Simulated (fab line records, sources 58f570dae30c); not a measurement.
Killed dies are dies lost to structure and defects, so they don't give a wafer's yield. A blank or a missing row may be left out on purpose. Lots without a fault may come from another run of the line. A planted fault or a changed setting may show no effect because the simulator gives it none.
Problem report in the 8D (eight disciplines) form, filled by code | flow berkeley_cmos170 | the parts of the form that need people (team, actions taken, sign-off) are left out

1. THE PROBLEM
spin_speed_rpm at UCB170_M1_COAT_04 reads a mean of 1438.9 rpm on 6 wafers of 2 lots; wafers without a fault read 1499.9 rpm with a standard deviation of 1. That is -61 standard deviations from the usual mean.
The step: resist thk 900 nm.
First seen on wafer L417.1, day 11 02:00, on litho_track-02. The record holds 36 wafers of 12 lots with a number at this step. Rule for "out", or "out of limits": more than 4 standard deviations from the usual mean. The other wafers with a number count as sound.

2. WHAT IT IS AND WHAT IT IS NOT
question                    | is                     | is not
which readings at this step | spin_speed_rpm         | dispense_pressure_kPa
which lots                  | L417, L421             | L402, L403, L404, L405, L406, L407, L408, L409, L423, L425
which wafers of those lots  | all that have a number | -
read on which tools         | litho_track-02         | litho_track-03, litho_track-04
when                        | from day 11 02:00      | up to then (24 sound wafers); but 6 sound wafers of L423, L425 came after

3. SUSPECTS, AND WHAT RULES EACH OUT
Counting: a tool at a process step up to the reading stays a suspect if it ran every lot that is out and no sound lot after the first of them.
- plasma_asher-02 at UCB170_PLDD_STRIP_10 (strips in O2): kept. It ran every lot that is out, first L417 (day 10 02:20), and no sound lot after that; its last sound lot up to then is L409 (day 9 06:54).
- litho_track-02 at UCB170_M1_COAT_04 (resist thk 900 nm): kept. It ran every lot that is out, first L417 (day 11 02:00), and no sound lot after that; its last sound lot up to then is L405 (day 9 02:00). Its own readings are out on those wafers: spin_speed_rpm.
Left after counting: plasma_asher-02 at UCB170_PLDD_STRIP_10, litho_track-02 at UCB170_M1_COAT_04.

4. THE CAUSE (what the simulator had put in)
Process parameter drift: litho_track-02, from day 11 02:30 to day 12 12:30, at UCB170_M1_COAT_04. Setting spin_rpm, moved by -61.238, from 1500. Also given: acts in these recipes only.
Counting left 2 suspects, and this tool is among them.

5. THE CHAIN OF EFFECTS, in route order
Each row: a reading whose mean over the struck wafers that have a number lies more than 3 standard deviations from the usual. Only readings for which the record gives a usual standard deviation are gone through. hours: the time from each lot's start at the first step in this table that gives one to its start at this step, as a median over the lots. sigmas: the change in usual standard deviations.
hours | step              | reading        | usual      | on struck wafers | change | sigmas
0     | UCB170_M1_COAT_04 | spin_speed_rpm | 1499.9 rpm | 1438.9           | -61.0  | -61
The process steps in it:
- UCB170_M1_COAT_04: resist thk 900 nm.

6. WHAT WOULD HAVE CAUGHT IT SOONER
In this record the first reading out of limits was taken at day 11 02:00.
